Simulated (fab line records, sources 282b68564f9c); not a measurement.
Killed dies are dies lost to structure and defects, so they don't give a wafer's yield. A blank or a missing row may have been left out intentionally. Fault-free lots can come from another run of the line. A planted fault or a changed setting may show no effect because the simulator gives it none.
Struck lot and sound lot, side by side + flow rit-cmos + 34 out of 202 route steps
Sound: these wafers, L394.2, L394.3, L394.5. Struck: wafers L405.2, L405.3, L405.4. Last of all comes the cause.
At each step with rows: each side's tool, then ch and its chambers, then its first start. Under that, the readings that differ: sound wafers + struck wafers + difference of the means + sigmas: that difference in standard deviations of wafers without a fault.
alike: readings whose means differ by less than 2 such deviations, and words and numbers that are the same on both sides. not compared: withheld readings, readings that some wafer has no value for, bounds like >300 that may hide the same value, and numbers for which the record gives no deviation and whose values overlap.
Wherever a step has rows on one side only, a row that says differs or no value, or a row with sigmas, the two part there. When numbers do not overlap yet have no deviation, they are printed without sigmas and do not part them. Lack of a reading on every wafer of one side parts them only where that side has two or more wafers.

first, 2 steps without rows for these wafers: RIT_SPACER_CLEAN_02 (cleans in SC2, time 600 s); RIT_SPACER_CVD_03 (deposits Si3N4 from SiH2Cl2/NH3, target thk 250 nm, time 3300 s).
RIT_SPACER_THK_MEAS_04:
  sound on film-metro-02, day 3 04:05; struck on film-metro-01, day 5 13:51
  alike: SPACER_NITRIDE_THK
RIT_SPACER_ETCHBACK_05: etches Si3N4 in SF6/CHF3, stops on SiO2, target depth 250 nm, time 240 s.
  sound on rie-diel-02 ch 0,1,3, day 3 04:08; struck on rie-diel-01 ch 1,2,3, day 5 13:54
  alike: drypump-motor-current-A, oes-product-au, throttle-valve-pct
  not compared: rf-hours-counter-h
then, 6 steps without rows for these wafers: RIT_NSD_HMDS_00 (prime time 60 s); RIT_NSD_COAT_01 (resist thk 1000 nm); RIT_NSD_SOFTBAKE_02 (time 60 s); RIT_NSD_EXPOSE_03 (exposes mask M9, target cd 40700 nm); RIT_NSD_PEB_04; RIT_NSD_DEVELOP_05 (develop time 50 s).
RIT_NSD_OVL_MEAS_06:
  sound on overlay-02, day 3 05:08; struck on overlay-02, day 5 14:58
  alike: NSD_OVL
then, 1 step without rows for these wafers: RIT_NSD_HARDBAKE_07 (time 60 s).
RIT_NSD_IMPLANT_08:
  sound on implanter-02 ch 0, day 3 05:21; struck on implanter-02 ch 0, day 5 15:10
| reading                          | sound                           | struck                           | difference  | sigmas      |
|----------------------------------|---------------------------------|----------------------------------|-------------|-------------|
| dose-ions-cm2                    | 1.0002e+15 1.0001e+15 9.986e+14 | 1.7536e+15 1.7521e+15 1.7518e+15 | +7.5287e+14 | +99 or more |
| end-station-pressure-torr (Torr) | 7.7e-06 7.3e-06 7.4e-06         | 9.1e-06 8.5e-06 8.8e-06          | +1.3e-06    | +3          |
| faraday-current-uA               | 3139 3149 3176                  | 5513 5421 5474                   | +2315       | +43         |
RIT_NSD_STRIP_09: strips in O2, time 180 s.
  sound on plasma-asher-03 ch 0,1, day 3 05:28; struck on plasma-asher-02 ch 0,1, day 5 15:18
  alike: drypump-motor-current-A
  not compared: rf-hours-counter-h
RIT_NSD_TW_MEAS_10:
  sound on film-metro-04, day 3 05:40; struck on film-metro-04, day 5 15:29
| reading | sound          | struck         | difference | sigmas |
|---------|----------------|----------------|------------|--------|
| NSD_TW  | 3149 3136 3135 | 3462 3459 3463 | +321       | +16    |
then, 6 steps without rows for these wafers: RIT_PSD_HMDS_00 (prime time 60 s); RIT_PSD_COAT_01 (resist thk 1000 nm); RIT_PSD_SOFTBAKE_02 (time 60 s); RIT_PSD_EXPOSE_03 (exposes mask M10, target cd 40900 nm); RIT_PSD_PEB_04; RIT_PSD_DEVELOP_05 (develop time 50 s).
RIT_PSD_OVL_MEAS_06:
  sound on overlay-02, day 3 06:41; struck on overlay-01, day 5 16:40
| reading      | sound         | struck      | difference | sigmas |
|--------------|---------------|-------------|------------|--------|
| PSD_OVL (nm) | -0.7 -0.7 0.4 | 1.5 4.3 1.4 | +2.7       | +2     |
then, 2 steps without rows for these wafers: RIT_PSD_HARDBAKE_07 (time 60 s); RIT_PSD_IMPLANT_08.
RIT_PSD_STRIP_09: strips in O2, time 180 s.
  sound on plasma-asher-01 ch 0,1, day 3 07:01; struck on plasma-asher-04 ch 0,1, day 5 16:59
  alike: drypump-motor-current-A
  not compared: rf-hours-counter-h
RIT_PSD_TW_MEAS_10:
  sound on film-metro-02, day 3 07:12; struck on film-metro-03, day 5 17:10
  alike: PSD_TW
then, 3 steps without rows for these wafers: RIT_SDANNEAL_CLEAN_00 (cleans in SC1, time 600 s); RIT_SDANNEAL_CLEAN_01 (cleans in dHF, time 30 s); RIT_SDANNEAL_CLEAN_02 (cleans in SC2, time 600 s).
RIT_SDANNEAL_RTA_03: time 5 s.
  sound on rtp-anneal-01 ch 0, day 3 07:38; struck on rtp-anneal-01 ch 0, day 5 17:38
  alike: wafer_temp_C_max
RIT_SDANNEAL_RS_MEAS_04: the measuring method here is four-point-probe.
  sound on film-metro-03, day 3 07:42; struck on film-metro-03, day 5 17:42
  alike: PSD_RS
RIT_SDANNEAL_RS_MEAS_05: the measuring method here is four-point-probe.
  sound on film-metro-03, day 3 07:49; struck on film-metro-03, day 5 17:49
| reading         | sound             | struck            | difference | sigmas |
|-----------------|-------------------|-------------------|------------|--------|
| NSD_RS (ohm/sq) | 84.34 84.24 84.46 | 56.38 56.41 56.32 | -27.98     | -96    |
RIT_SDANNEAL_RS_MEAS_06: the measuring method here is four-point-probe.
  sound on film-metro-03, day 3 07:56; struck on film-metro-03, day 5 17:56
  alike: PLDD_RS
RIT_M1_PROBE_99:
  sound on prober-01, day 3 15:25; struck on prober-02, day 6 01:13
| reading                              | sound             | struck            | difference | sigmas |
|--------------------------------------|-------------------|-------------------|------------|--------|
| model.etest.nmos_0p3.r-on-ohm-um     | 2120 2064 2084    | 2011 2063 2028    | -55        |        |
| model.etest.nmos_0p15.drive-ua-um    | 494.3 514.9 495   | 489 481.7 479.6   | -18        |        |
| model.etest.contact-nplus.end-ohm-um | 41.6 40.69 40.53  | 20.07 20.06 20.35 | -20.78     |        |
| model.etest.npoly-line.line-ohm-um   | 172.4 178 172.8   | 157.1 160.7 155.5 | -16.6      |        |
| model.etest.npoly-line.rs-ohm-sq     | 16.99 17.11 17.13 | 16.3 16.54 16.29  | -0.7       |        |
  alike: killed-at-contacts, killed-at-front-end, killed-dies, killed-open, killed-short
  not compared: model.etest.nmos_0p15.r-on-ohm-um, model.etest.nmos-narrow.drive-ua-um, model.etest.nmos_0p3.drive-ua-um

## WHERE THEY PART
At RIT_NSD_IMPLANT_08 first; at RIT_SDANNEAL_RS_MEAS_05 last (within this record only). Later steps at which nothing parts them and some readings are alike: RIT_SDANNEAL_RS_MEAS_06, RIT_M1_PROBE_99.

WHY: whatever the simulator had introduced
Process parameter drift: implanter-02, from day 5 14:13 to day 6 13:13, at RIT_NSD_IMPLANT_08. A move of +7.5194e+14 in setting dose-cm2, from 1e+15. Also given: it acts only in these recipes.
